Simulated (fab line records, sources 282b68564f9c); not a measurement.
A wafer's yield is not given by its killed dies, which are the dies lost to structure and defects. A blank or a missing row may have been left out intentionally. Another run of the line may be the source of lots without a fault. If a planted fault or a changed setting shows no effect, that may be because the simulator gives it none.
fab line records :: flow rit-cmos
record:
  lots: 15
  wafers: 45
  last-day: 7
route steps=202 shown M1@190
lots that met no fault: from a run of the same line without faults
start-h: hours from the record's opening day to when the first of the lot's shown wafers began :: wait-h: hours from the lot's prior step to this one :: " same as the row above :: L1.1+2: a single row standing in for several wafers :: - no value present, or no start provided :: * or withheld: withheld :: < > ~ a bound
route shown NAME@n: NAME is a module with steps in the file, n the number in the route of the first one :: usual: mean/standard deviation taken from wafers without a fault :: same: alike in all rows :: chamber/n: place in a boat :: sites: per-site readings :: _std_site: their standard deviation :: _edge_site: the outer-site mean with the inner-site mean subtracted :: radius-mm: for every site, how far away it sits from the centre of the wafer :: mask NAME#n: copy n :: behind: tool/chamber where the wafer was last shaped :: hold: what put the lot on hold/how long, in hours/how the hold closed :: device: the transistor (n, p or np) that didn't switch :: end of line: at the end of the route, the tests of the same wafers :: where a step has no rows: the recipe by itself :: killed: at the first sort, the dies lost to defects and structure; wafer yield is something else :: map: the dies of a wafer, with x for killed, . for not killed, _ for no die there
set.NAME: the run value of the setting; set.NAME@STEP: its run value at that earlier step :: model.NAME: the simulator's own value behind a step, which no gauge read
the route's steps for a sample of lots (tables are steps, rows are wafers)
services: from which hour (start-h, from the record's first day; less than 0 if before it) a tool's chamber was out of use, for how many hours, and why
== steps ==
step: RIT_M1_EXPOSE_06
recipe:
  mask-id: M12
  na: 0.6
  source-shape: conventional
  sigma-outer: 0.5
  target-cd-nm: 2600
  dose-mj: 250
usual:
  exposure-dose-mJ-cm2: 250.07/0.25
  focus-offset-nm: 0.0/0.44
  reticle-temp-C: 22.99/0.1
lot.wafer: L214.1
tool: iline-stepper-02
chamber: 0
start-h: 58.87
wait-h: 0.1
mask: M12#0
exposure-dose-mJ-cm2: 250.08
focus-offset-nm: 0.0
reticle-temp-C: 23.06

lot.wafer: L214.2
tool: iline-stepper-02
chamber: 0
start-h: 58.87
wait-h: 0.1
mask: M12#0
exposure-dose-mJ-cm2: 249.71
focus-offset-nm: -0.1
reticle-temp-C: 22.94

lot.wafer: L214.4
tool: iline-stepper-02
chamber: 0
start-h: 58.87
wait-h: 0.1
mask: M12#0
exposure-dose-mJ-cm2: 249.83
focus-offset-nm: 0.2
reticle-temp-C: 23.16

lot.wafer: L216.2
tool: iline-stepper-01
chamber: 0
start-h: 69.32
wait-h: 0.2
mask: M12#0
exposure-dose-mJ-cm2: 250.08
focus-offset-nm: -0.1
reticle-temp-C: 23.06

lot.wafer: L216.3
tool: iline-stepper-01
chamber: 0
start-h: 69.32
wait-h: 0.2
mask: M12#0
exposure-dose-mJ-cm2: 250.16
focus-offset-nm: 0.8
reticle-temp-C: 23.03

lot.wafer: L216.5
tool: iline-stepper-01
chamber: 0
start-h: 69.32
wait-h: 0.2
mask: M12#0
exposure-dose-mJ-cm2: 249.98
focus-offset-nm: -0.2
reticle-temp-C: 23.10

lot.wafer: L217.1
tool: iline-stepper-02
chamber: 0
start-h: 71.01
wait-h: 0.2
mask: M12#0
exposure-dose-mJ-cm2: 250.06
focus-offset-nm: 0.3
reticle-temp-C: 22.98

lot.wafer: L217.3
tool: iline-stepper-02
chamber: 0
start-h: 71.01
wait-h: 0.2
mask: M12#0
exposure-dose-mJ-cm2: 249.85
focus-offset-nm: -0.2
reticle-temp-C: 22.97

lot.wafer: L217.6
tool: iline-stepper-02
chamber: 0
start-h: 71.01
wait-h: 0.2
mask: M12#0
exposure-dose-mJ-cm2: 250.07
focus-offset-nm: -0.1
reticle-temp-C: 23.00

lot.wafer: L218.2
tool: iline-stepper-02
chamber: 0
start-h: 78.52
wait-h: 0.1
mask: M12#0
exposure-dose-mJ-cm2: 249.72
focus-offset-nm: 0.7
reticle-temp-C: 22.90

lot.wafer: L218.5
tool: iline-stepper-02
chamber: 0
start-h: 78.52
wait-h: 0.1
mask: M12#0
exposure-dose-mJ-cm2: 249.75
focus-offset-nm: 0.4
reticle-temp-C: 23.07

lot.wafer: L218.6
tool: iline-stepper-02
chamber: 0
start-h: 78.52
wait-h: 0.1
mask: M12#0
exposure-dose-mJ-cm2: 249.86
focus-offset-nm: 0.5
reticle-temp-C: 22.97

lot.wafer: L219.1
tool: iline-stepper-02
chamber: 0
start-h: 83.18
wait-h: 0.1
mask: M12#0
exposure-dose-mJ-cm2: 249.93
focus-offset-nm: 0.1
reticle-temp-C: 23.01

lot.wafer: L219.2
tool: iline-stepper-02
chamber: 0
start-h: 83.18
wait-h: 0.1
mask: M12#0
exposure-dose-mJ-cm2: 249.86
focus-offset-nm: -0.6
reticle-temp-C: 23.13

lot.wafer: L219.4
tool: iline-stepper-02
chamber: 0
start-h: 83.18
wait-h: 0.1
mask: M12#0
exposure-dose-mJ-cm2: 249.78
focus-offset-nm: 0.2
reticle-temp-C: 22.83

lot.wafer: L220.4
tool: iline-stepper-01
chamber: 0
start-h: 86.33
wait-h: 0.2
mask: M12#0
exposure-dose-mJ-cm2: 250.69
focus-offset-nm: 0.7
reticle-temp-C: 22.74

lot.wafer: L220.5
tool: iline-stepper-01
chamber: 0
start-h: 86.33
wait-h: 0.2
mask: M12#0
exposure-dose-mJ-cm2: 250.48
focus-offset-nm: 0.1
reticle-temp-C: 23.03

lot.wafer: L220.6
tool: iline-stepper-01
chamber: 0
start-h: 86.33
wait-h: 0.2
mask: M12#0
exposure-dose-mJ-cm2: 250.33
focus-offset-nm: 0.5
reticle-temp-C: 22.65

lot.wafer: L224.1
tool: iline-stepper-02
chamber: 0
start-h: 108.19
wait-h: 0.1
mask: M12#0
exposure-dose-mJ-cm2: 250.33
focus-offset-nm: 0.1
reticle-temp-C: 22.97

lot.wafer: L224.2
tool: iline-stepper-02
chamber: 0
start-h: 108.19
wait-h: 0.1
mask: M12#0
exposure-dose-mJ-cm2: 250.23
focus-offset-nm: -0.2
reticle-temp-C: 23.05

lot.wafer: L224.4
tool: iline-stepper-02
chamber: 0
start-h: 108.19
wait-h: 0.1
mask: M12#0
exposure-dose-mJ-cm2: 250.11
focus-offset-nm: 0.3
reticle-temp-C: 22.90

lot.wafer: L226.2
tool: iline-stepper-01
chamber: -
start-h: 119.44
wait-h: 0.2
mask: M12#0
exposure-dose-mJ-cm2: -
focus-offset-nm: -
reticle-temp-C: -

lot.wafer: L226.3
tool: iline-stepper-01
chamber: -
start-h: 119.44
wait-h: 0.2
mask: M12#0
exposure-dose-mJ-cm2: -
focus-offset-nm: -
reticle-temp-C: -

lot.wafer: L226.4
tool: iline-stepper-01
chamber: -
start-h: 119.44
wait-h: 0.2
mask: M12#0
exposure-dose-mJ-cm2: -
focus-offset-nm: -
reticle-temp-C: -

lot.wafer: L227.1
tool: iline-stepper-02
chamber: -
start-h: 121.99
wait-h: 0.2
mask: M12#0
exposure-dose-mJ-cm2: -
focus-offset-nm: -
reticle-temp-C: -

lot.wafer: L227.2
tool: iline-stepper-02
chamber: -
start-h: 121.99
wait-h: 0.2
mask: M12#0
exposure-dose-mJ-cm2: -
focus-offset-nm: -
reticle-temp-C: -

lot.wafer: L227.3
tool: iline-stepper-02
chamber: -
start-h: 121.99
wait-h: 0.2
mask: M12#0
exposure-dose-mJ-cm2: -
focus-offset-nm: -
reticle-temp-C: -

lot.wafer: L228.1
tool: iline-stepper-01
chamber: -
start-h: 128.50
wait-h: 0.2
mask: M12#0
exposure-dose-mJ-cm2: -
focus-offset-nm: -
reticle-temp-C: -

lot.wafer: L228.3
tool: iline-stepper-01
chamber: -
start-h: 128.50
wait-h: 0.2
mask: M12#0
exposure-dose-mJ-cm2: -
focus-offset-nm: -
reticle-temp-C: -

lot.wafer: L228.6
tool: iline-stepper-01
chamber: -
start-h: 128.50
wait-h: 0.2
mask: M12#0
exposure-dose-mJ-cm2: -
focus-offset-nm: -
reticle-temp-C: -

lot.wafer: L229.2
tool: iline-stepper-02
chamber: 0
start-h: 130.72
wait-h: 0.2
mask: M12#0
exposure-dose-mJ-cm2: 250.15
focus-offset-nm: -0.5
reticle-temp-C: 22.96

lot.wafer: L229.3
tool: iline-stepper-02
chamber: 0
start-h: 130.72
wait-h: 0.2
mask: M12#0
exposure-dose-mJ-cm2: 250.05
focus-offset-nm: 0.6
reticle-temp-C: 23.01

lot.wafer: L229.4
tool: iline-stepper-02
chamber: 0
start-h: 130.72
wait-h: 0.2
mask: M12#0
exposure-dose-mJ-cm2: 250.36
focus-offset-nm: 0.5
reticle-temp-C: 23.03

lot.wafer: L232.2
tool: iline-stepper-02
chamber: 0
start-h: 149.33
wait-h: 0.2
mask: M12#0
exposure-dose-mJ-cm2: 249.62
focus-offset-nm: 0.1
reticle-temp-C: 23.04

lot.wafer: L232.5
tool: iline-stepper-02
chamber: 0
start-h: 149.33
wait-h: 0.2
mask: M12#0
exposure-dose-mJ-cm2: 249.64
focus-offset-nm: -0.5
reticle-temp-C: 22.93

lot.wafer: L232.6
tool: iline-stepper-02
chamber: 0
start-h: 149.33
wait-h: 0.2
mask: M12#0
exposure-dose-mJ-cm2: 249.65
focus-offset-nm: -1.0
reticle-temp-C: 23.08

lot.wafer: L234.1
tool: iline-stepper-02
chamber: 0
start-h: 159.12
wait-h: 0.1
mask: M12#0
exposure-dose-mJ-cm2: 250.25
focus-offset-nm: 0.1
reticle-temp-C: 23.03

lot.wafer: L234.3
tool: iline-stepper-02
chamber: 0
start-h: 159.12
wait-h: 0.1
mask: M12#0
exposure-dose-mJ-cm2: 250.05
focus-offset-nm: 0.0
reticle-temp-C: 23.10

lot.wafer: L234.4
tool: iline-stepper-02
chamber: 0
start-h: 159.12
wait-h: 0.1
mask: M12#0
exposure-dose-mJ-cm2: 250.30
focus-offset-nm: 0.6
reticle-temp-C: 23.18

lot.wafer: L235.3
tool: iline-stepper-02
chamber: 0
start-h: 160.81
wait-h: 0.1
mask: M12#0
exposure-dose-mJ-cm2: 250.30
focus-offset-nm: 0.1
reticle-temp-C: 23.01

lot.wafer: L235.4
tool: iline-stepper-02
chamber: 0
start-h: 160.81
wait-h: 0.1
mask: M12#0
exposure-dose-mJ-cm2: 250.52
focus-offset-nm: -0.3
reticle-temp-C: 22.99

lot.wafer: L235.6
tool: iline-stepper-02
chamber: 0
start-h: 160.81
wait-h: 0.1
mask: M12#0
exposure-dose-mJ-cm2: 250.01
focus-offset-nm: 0.1
reticle-temp-C: 22.84

lot.wafer: L236.4
tool: iline-stepper-01
chamber: 0
start-h: 167.37
wait-h: 0.2
mask: M12#0
exposure-dose-mJ-cm2: 249.94
focus-offset-nm: -0.9
reticle-temp-C: 22.86

lot.wafer: L236.5
tool: iline-stepper-01
chamber: 0
start-h: 167.37
wait-h: 0.2
mask: M12#0
exposure-dose-mJ-cm2: 250.18
focus-offset-nm: -0.4
reticle-temp-C: 22.89

lot.wafer: L236.6
tool: iline-stepper-01
chamber: 0
start-h: 167.37
wait-h: 0.2
mask: M12#0
exposure-dose-mJ-cm2: 249.87
focus-offset-nm: -0.6
reticle-temp-C: 23.05
== services ==
tool: iline-stepper-01
chamber: -
start-h: 74.22
hours: 2.2
kind: repair
== key ==
first-sign:
  step: RIT_M1_EXPOSE_06
  reading: tool-record
  direction: missing
effect none on later readings
met-at RIT_M1_EXPOSE_06
struck-lots L226,L227,L228
later-rows-left-out L226.2,L226.3,L226.4,L227.1,L227.2,L227.3,L228.1,L228.3,L228.6
sort-left-out L226.2,L226.3,L226.4,L227.1,L227.2,L227.3,L228.1,L228.3,L228.6
onset-between 108.19 119.44
fault:
  kind: skipped-step-whole
  tool: iline-stepper-01,iline-stepper-02
  chamber: -
  onset-h: 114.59
  steps: RIT_M1_EXPOSE_06
  scope: struck-lots-only
sort-left-out: the simulated sort isn't trusted on such a fault, so these wafers' sort isn't shown, and their yield isn't known
later-rows-left-out: the simulator's readings of these wafers behind a module that went badly wrong aren't trusted and aren't shown, but for the sort
